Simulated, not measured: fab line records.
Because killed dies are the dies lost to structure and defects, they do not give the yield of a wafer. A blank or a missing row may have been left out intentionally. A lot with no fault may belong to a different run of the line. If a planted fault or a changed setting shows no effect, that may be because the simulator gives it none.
Which tool was responsible? ; flow rit-cmos ; 21 wafers from 7 lots sampled at 3 of the route's 202 steps

WHAT THE GAUGES READ, wafer by wafer
RIT_NRETRO_TW_MEAS_10.
lot;measured;on;NRETRO_TW
L687;day 2 10:41;film-metro-01;1053 1049 1055
L689;day 2 21:31;film-metro-04;1048 1046 1050
L692;day 3 13:05;film-metro-01;1047 1048 1048
L694;day 3 23:14;film-metro-01;1049 1051 1047
L701;day 5 11:33;film-metro-04;1083 1084 1088
L703;day 5 21:53;film-metro-02;1045 1048 1046
L706;day 6 12:04;film-metro-01;1055 1055 1052

WHAT TOOL EACH LOT RAN ON (gives the tool, then ch and the chambers of the sampled wafers, and finally the start)
lot;RIT_NWELL_STRIP_09;RIT_NRETRO_IMPLANT_08
L687;plasma-asher-03 ch 1, day 2 01:49;implanter-02 ch 0, day 2 10:22
L689;plasma-asher-03 ch 0,1, day 2 12:25;implanter-01 ch 0, day 2 21:12
L692;plasma-asher-04 ch 0,1, day 3 04:02;implanter-01 ch 0, day 3 12:46
L694;plasma-asher-02 ch 0,1, day 3 14:17;implanter-02 ch 0, day 3 22:55
L701;plasma-asher-04 ch 0,1, day 5 01:35;implanter-01 ch 0, day 5 11:14
L703;plasma-asher-04 ch 0,1, day 5 12:39;implanter-03 ch 0, day 5 21:36
L706;plasma-asher-03 ch 0,1, day 6 02:28;implanter-02 ch 0, day 6 11:45
- RIT_NWELL_STRIP_09: strips in O2, time 180 s.
- RIT_NRETRO_IMPLANT_08

THE ANSWER, worked out from the rows above alone
Rule: the lots themselves supply what counts as usual. The widest of any qualifying gaps counts: lots, ordered by their means at a reading, are off when they make up no more than a third of the lots, leave a main group of 4 or more, and stand apart from it by 3 or more times the standard deviation of that group's means. A main group is skipped when, at the precision printed for the reading in the tables above, its means are all equal. A lot without any number at a reading at which 4 lots or more have one is off too. The other lots that the step has rows for count as sound.
Off: at RIT_NRETRO_TW_MEAS_10 (NRETRO_TW), L701. Main group: mean 1050, sd 2.7.
A tool fits if, at a process step before that reading, it ran every lot that is off, and no sound lot after the first of them. Gauges at RIT_NRETRO_TW_MEAS_10: tried the same way as those tools. Can't be told from this: 2 tools fit, implanter-01 at RIT_NRETRO_IMPLANT_08, film-metro-04 at RIT_NRETRO_TW_MEAS_10.

WHAT THE SIMULATOR HAD PUT IN
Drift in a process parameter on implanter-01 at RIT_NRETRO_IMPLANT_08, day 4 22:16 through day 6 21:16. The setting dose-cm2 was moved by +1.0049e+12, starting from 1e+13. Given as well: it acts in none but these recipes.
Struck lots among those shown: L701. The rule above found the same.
